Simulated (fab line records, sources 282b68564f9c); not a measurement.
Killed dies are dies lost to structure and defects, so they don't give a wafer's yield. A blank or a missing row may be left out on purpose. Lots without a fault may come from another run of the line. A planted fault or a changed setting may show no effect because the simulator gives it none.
A struck lot beside a sound one | flow rit_cmos | 19 steps out of a route of 202
Sound: wafers L237.3, L237.4, L237.6. Struck: wafers L246.2, L246.3, L246.4. The cause comes at the end.
At each step with rows: each side's tool, then ch and its chambers, then its first start. Under that, the readings that differ: sound wafers | struck wafers | difference of the means | sigmas: that difference in standard deviations of wafers without a fault.
alike: readings whose means differ by less than 2 such deviations, and words and numbers that are the same on both sides. not compared: withheld readings, readings that some wafer has no value for, bounds like >300 that may hide the same value, and numbers for which the record gives no deviation and whose values overlap.
The two part at a step that has a row with sigmas, a row that says differs or no value, or rows on one side only. Numbers that don't overlap but have no deviation are shown without sigmas and don't part them. A reading that every wafer of one side lacks parts them only if that side has two wafers or more.

first, 1 step without rows for these wafers: RIT_SILICIDE_WET_ETCH_00 (etches SiO2 in BOE, target depth 14 nm, time 15 s).
RIT_SILICIDE_SPUTTER_01: material Ti, target thk 30 nm, time 240 s.
  sound on pvd_sputter-01, day 5 09:23; struck on pvd_sputter-02, day 7 08:04
  reading                | sound          | struck         | difference | sigmas
  throttle_valve_pct (%) | 34.0 31.1 34.2 | 27.4 30.2 28.7 | -4.3       | -2
  alike: substrate_temp_c
RIT_SILICIDE_RS_MEAS_02: measures by four-point-probe.
  sound on film_metro-04, day 5 09:35; struck on film_metro-03, day 7 08:14
  alike: SILICIDE_TI_RS
RIT_SILICIDE_THK_MEAS_03: measures by xrf.
  sound on film_metro-04, day 5 09:41; struck on film_metro-03, day 7 08:20
  alike: SILICIDE_TI_THK
RIT_SILICIDE_RTA_04: time 10 s, ramp up 5 s, ramp down 5 s.
  sound on rtp_anneal-02 ch 0, day 5 09:44; struck on rtp_anneal-02 ch 0, day 7 08:24
  alike: wafer_temp_C_max
then, 1 step without rows for these wafers: RIT_SILICIDE_WET_ETCH_05 (etches Ti in SPM, time 120 s).
RIT_SILICIDE_RTA_06: time 10 s, ramp up 5 s, ramp down 10 s.
  sound on rtp_anneal-01 ch 0, day 5 09:51; struck on rtp_anneal-01 ch 0, day 7 08:31
  alike: wafer_temp_C_max
RIT_CONTACT_CVD_00: deposits SiO2 from TEOS, target thk 400 nm, time 61 s.
  sound on pecvd-02 ch 0,1, day 5 09:53; struck on pecvd-01 ch 0,2, day 7 08:34
  alike: heater_power_w
RIT_CONTACT_THK_MEAS_01:
  sound on film_metro-03, day 5 09:58; struck on film_metro-01, day 7 08:38
  alike: CONTACT_TEOS_THK
then, 3 steps without rows for these wafers: RIT_CONTACT_HMDS_02 (prime time 60 s); RIT_CONTACT_COAT_03 (resist thk 1000 nm); RIT_CONTACT_SOFTBAKE_04 (time 60 s).
RIT_CONTACT_EXPOSE_05: exposes mask M11, target cd 1000 nm.
  sound on iline_stepper-01 ch 0, day 5 10:29; struck on iline_stepper-01 ch 0, day 7 09:16
  reading                         | sound                   | struck               | difference | sigmas
  model.CONTACT.overlay_x_nm (nm) | -0.3001 -0.3001 -0.3001 | -149.7 -149.7 -149.7 | -149.4     |
  alike: mask, focus_offset_nm
then, 2 steps without rows for these wafers: RIT_CONTACT_PEB_06; RIT_CONTACT_DEVELOP_07 (develop time 120 s).
RIT_CONTACT_CD_MEAS_08: target cd 1000 nm.
  sound on cd_sem-01, day 5 11:01; struck on cd_sem-02, day 7 09:47
  alike: cd_nm
RIT_CONTACT_OVL_MEAS_09:
  sound on overlay-02, day 5 11:06; struck on overlay-01, day 7 09:54
  reading          | sound          | struck               | difference | sigmas
  CONTACT_OVL (nm) | -3.4 -3.2 -1.9 | -151.3 -150.8 -150.9 | -148.2     | -99 or more
then, 1 step without rows for these wafers: RIT_CONTACT_HARDBAKE_10 (time 60 s).
RIT_M1_PROBE_99:
  sound on prober-01, day 5 16:23; struck on prober-01, day 7 16:02
  reading                                    | sound             | struck            | difference | sigmas
  model.etest.contact_to_gate.bv_left_v (V)  | 87.66 88.72 90.23 | 15.28 17.53 15.05 | -72.92     |
  model.etest.contact_to_gate.bv_right_v (V) | 90.46 91.44 89.34 | 162.7 168.2 164.6 | +74.8      |
  alike: killed_at_contacts, killed_at_front_end, killed_dies, killed_open, killed_short

WHERE THEY PART
First at RIT_SILICIDE_SPUTTER_01; last, within this record, at RIT_CONTACT_OVL_MEAS_09. Later steps at which nothing parts them and some readings are alike: RIT_M1_PROBE_99.

WHY: what the simulator had put in
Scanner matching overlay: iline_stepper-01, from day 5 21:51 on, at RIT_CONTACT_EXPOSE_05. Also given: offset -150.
